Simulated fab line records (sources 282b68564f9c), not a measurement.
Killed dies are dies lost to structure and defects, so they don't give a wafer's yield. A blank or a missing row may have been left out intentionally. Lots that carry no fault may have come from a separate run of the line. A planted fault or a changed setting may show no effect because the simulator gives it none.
Which tool was responsible? | flow rit_cmos | 16 lots with 48 wafers sampled at 5 steps, on a route of 202 steps

== WHAT THE GAUGES SHOWED, per wafer ==
RIT_ACTIVE_BOW_MEAS_00. Usual: INCOMING_BOW gives 0 um (standard deviation 6.3).
lot  | measured    | on            | INCOMING_BOW (um) | flag
L667 | day 1 10:00 | film_metro-01 | -12 2 -1          |
L668 | day 1 15:00 | film_metro-02 | -2 10 8           |
L669 | day 1 20:02 | film_metro-01 | 2 8 0             |
L671 | day 2 06:00 | film_metro-04 | -10 -1 6          |
L672 | day 2 11:02 | film_metro-01 | -5 4 4            |
L674 | day 2 21:00 | film_metro-04 | -10 -4 1          |
L675 | day 3 02:01 | film_metro-04 | 2 -10 0           |
L676 | day 3 07:00 | film_metro-02 | 8 -10 1           |
L677 | day 3 12:04 | film_metro-04 | 5 -9 0            |
L679 | day 3 22:00 | film_metro-04 | 1 3 14            |
L680 | day 4 03:01 | film_metro-04 | 3 -2 12           |
L681 | day 4 08:00 | film_metro-02 | 1 -8 -1           |
L684 | day 4 23:01 | film_metro-01 | 0 -2 3            |
L685 | day 5 04:01 | film_metro-04 | -8 9 0            |
L686 | day 5 09:00 | film_metro-04 | 6 -3 -4           |
L690 | day 6 05:01 | film_metro-04 | -7 9 1            |

RIT_NLDD_TW_MEAS_10. Usual: NLDD_TW gives 2466 (standard deviation 37).
lot  | measured    | on            | NLDD_TW        | flag
L667 | day 2 17:50 | film_metro-02 | 2450 2452 2462 |
L668 | day 2 22:13 | film_metro-02 | 2450 2462 2448 |
L669 | day 3 05:25 | film_metro-04 | 2499 2490 2500 |
L671 | day 3 15:58 | film_metro-01 | 2425 2421 2429 |
L672 | day 3 19:43 | film_metro-04 | 2504 2503 2501 |
L674 | day 4 05:10 | film_metro-01 | 2438 2444 2439 |
L675 | day 4 19:24 | film_metro-01 | 2439 2435 2432 |
L676 | day 4 22:28 | film_metro-04 | 2532 2523 2534 |
L677 | day 5 02:02 | film_metro-02 | 2461 2476 2468 |
L679 | day 5 15:10 | film_metro-02 | 2465 2465 2471 |
L680 | day 5 17:45 | film_metro-04 | 2501 2502 2489 |
L681 | day 5 22:00 | film_metro-02 | 2469 2466 2459 |
L684 | day 6 08:28 | film_metro-02 | 2480 2482 2470 |
L685 | day 6 13:05 | film_metro-01 | 2398 2428 2419 |
L686 | day 6 16:50 | film_metro-04 | 2503 2507 2517 |
L690 | day 7 16:42 | film_metro-01 | 2430 2423 2428 |

RIT_CONTACT_CD_MEAS_08: the cd target is 1000 nm. Usual: 999.5 nm for cd_nm, sd 2.
lot  | measured    | on        | cd_nm (nm)           | flag
L667 | day 3 03:28 | cd_sem-01 | 998.7 998.6 998.4    |
L668 | day 3 07:56 | cd_sem-02 | 997.8 997.9 999.0    |
L669 | day 3 14:46 | cd_sem-01 | 1002.4 1002.0 1002.9 |
L671 | day 4 02:01 | cd_sem-01 | 998.1 997.9 998.6    |
L672 | day 4 06:52 | cd_sem-02 | 998.1 1000.4 999.4   |
L674 | day 4 14:55 | cd_sem-02 | 1000.6 999.9 1001.2  |
L675 | day 5 05:34 | cd_sem-02 | 998.2 999.6 998.7    |
L676 | day 5 07:59 | cd_sem-02 | 1016.4 1016.9 1015.9 | OFF
L677 | day 5 11:50 | cd_sem-02 | 1002.7 1002.0 1001.6 |
L679 | day 6 01:30 | cd_sem-02 | 1009.5 1006.8 1008.7 | OFF
L680 | day 6 06:31 | cd_sem-02 | 1008.4 1009.9 1008.1 | OFF
L681 | day 6 07:46 | cd_sem-02 | 1009.3 1008.8 1007.6 | OFF
L684 | day 6 18:09 | cd_sem-01 | 998.3 997.9 1000.7   |
L685 | day 6 22:48 | cd_sem-02 | 998.2 997.7 1000.1   |
L686 | day 7 02:47 | cd_sem-02 | 998.3 998.2 1001.1   |
L690 | day 8 02:41 | cd_sem-02 | 999.9 1002.1 1000.7  |

== TOOL THAT RAN EACH LOT (tool first, then ch and the chambers of the sampled wafers, then the start) ==
lot  | RIT_NSD_STRIP_09                    | RIT_CONTACT_EXPOSE_05
L667 | plasma_asher-01 ch 0,1, day 2 23:08 | iline_stepper-01 ch 0, day 3 02:57
L668 | plasma_asher-02 ch 0,1, day 3 03:37 | iline_stepper-01 ch 0, day 3 07:26
L669 | plasma_asher-02 ch 0,1, day 3 10:37 | iline_stepper-01 ch 0, day 3 14:14
L671 | plasma_asher-04 ch 0,1, day 3 21:35 | iline_stepper-01 ch 0, day 4 01:30
L672 | plasma_asher-01 ch 0,1, day 4 02:11 | iline_stepper-02 ch 0, day 4 06:12
L674 | plasma_asher-01 ch 0,1, day 4 10:37 | iline_stepper-01 ch 0, day 4 14:23
L675 | plasma_asher-04 ch 0,1, day 5 01:13 | iline_stepper-01 ch 0, day 5 05:02
L676 | plasma_asher-04 ch 0,1, day 5 03:49 | iline_stepper-01 ch 0, day 5 07:28
L677 | plasma_asher-04 ch 0,1, day 5 07:33 | iline_stepper-02 ch 0, day 5 11:19
L679 | plasma_asher-02 ch 0,1, day 5 20:50 | iline_stepper-01 ch 0, day 6 00:44
L680 | plasma_asher-04 ch 0,1, day 6 02:01 | iline_stepper-01 ch 0, day 6 05:59
L681 | plasma_asher-04 ch 0,1, day 6 03:26 | iline_stepper-01 ch 0, day 6 07:14
L684 | plasma_asher-02 ch 0,1, day 6 13:51 | iline_stepper-02 ch 0, day 6 17:38
L685 | plasma_asher-02 ch 0,1, day 6 18:30 | iline_stepper-02 ch 0, day 6 22:17
L686 | plasma_asher-02 ch 0,1, day 6 22:32 | iline_stepper-02 ch 0, day 7 02:16
L690 | plasma_asher-01 ch 0, day 7 22:01   | iline_stepper-02 ch 0, day 8 02:10
- RIT_NSD_STRIP_09: strips in O2, time 180 s.
- RIT_CONTACT_EXPOSE_05: exposes mask M11, target cd 1000 nm.

== AS READ BY THE TOOLS THEMSELVES (means over the sampled wafers that have a number; for cases with no such wafer, the mark the record gives instead) ==
RIT_NSD_STRIP_09. Usual: 5.42 A for drypump_motor_current_A, sd 0.23.
lot  | tool            | drypump_motor_current_A (A) | flag
L667 | plasma_asher-01 | 5.29                        |
L668 | plasma_asher-02 | 5.38                        |
L669 | plasma_asher-02 | 5.35                        |
L671 | plasma_asher-04 | 5.70                        |
L672 | plasma_asher-01 | 5.31                        |
L674 | plasma_asher-01 | 5.28                        |
L675 | plasma_asher-04 | 5.67                        |
L676 | plasma_asher-04 | 5.45                        |
L677 | plasma_asher-04 | 5.45                        |
L679 | plasma_asher-02 | 5.39                        |
L680 | plasma_asher-04 | 5.72                        |
L681 | plasma_asher-04 | 5.68                        |
L684 | plasma_asher-02 | 5.38                        |
L685 | plasma_asher-02 | 5.38                        |
L686 | plasma_asher-02 | 5.39                        |
L690 | plasma_asher-01 | 5.32                        |

RIT_CONTACT_EXPOSE_05. Usual: 249.97 for exposure_dose_mJ_cm2, sd 0.27.
lot  | tool             | exposure_dose_mJ_cm2 | flag
L667 | iline_stepper-01 | 250.18               |
L668 | iline_stepper-01 | 250.26               |
L669 | iline_stepper-01 | 249.80               |
L671 | iline_stepper-01 | 249.70               |
L672 | iline_stepper-02 | 249.86               |
L674 | iline_stepper-01 | 250.11               |
L675 | iline_stepper-01 | 250.38               |
L676 | iline_stepper-01 | 264.67               | OFF
L677 | iline_stepper-02 | 249.92               |
L679 | iline_stepper-01 | 261.67               | OFF
L680 | iline_stepper-01 | 259.22               | OFF
L681 | iline_stepper-01 | 257.45               | OFF
L684 | iline_stepper-02 | 249.86               |
L685 | iline_stepper-02 | 249.65               |
L686 | iline_stepper-02 | 250.14               |
L690 | iline_stepper-02 | 249.76               |

== THE ANSWER, worked out from the rows above alone ==
Rule: lot off if the mean of its wafers having a number is beyond 3 standard deviations from the usual mean. Also off: a lot with no number at a reading for which 4 or more lots have one. Where the step has rows for the other lots, those lots are counted as sound. After the gauges, taken in route order, come the tools' own readings; for these a lot's mean is taken, as printed above. The first step at which some lot is off is used, and at that step the reading that is off furthest; a lot without a number counts as furthest.
Off, at RIT_CONTACT_CD_MEAS_08 on cd_nm: L676, L679, L680, L681.
If a tool, at a process step before that reading, ran all the lots that are off and no sound lot after the first of them, it fits. The gauges at RIT_CONTACT_CD_MEAS_08 aren't tried: what is off there is off at RIT_CONTACT_EXPOSE_05 too, on other tools, and a gauge's error can't cause that. One fits: iline_stepper-01 at RIT_CONTACT_EXPOSE_05. Its last sound lot is L675 (day 5 05:02), its first lot that is off L676 (day 5 07:28): a fault that began between those two fits.
The tool's own readings at RIT_CONTACT_EXPOSE_05 bear it out: on the lots that are off they differ by more than 5 times the standard deviation of the sound lots' means. exposure_dose_mJ_cm2 reads 260.75 there against 249.97 on the sound lots.

== WHAT HAD BEEN PUT IN BY THE SIMULATOR ==
Process parameter drift: iline_stepper-01, from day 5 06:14 on, at RIT_CONTACT_EXPOSE_05. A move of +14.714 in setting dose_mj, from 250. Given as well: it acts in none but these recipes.
Lots struck among those shown: L676, L679, L680, L681. The rule above found the same.
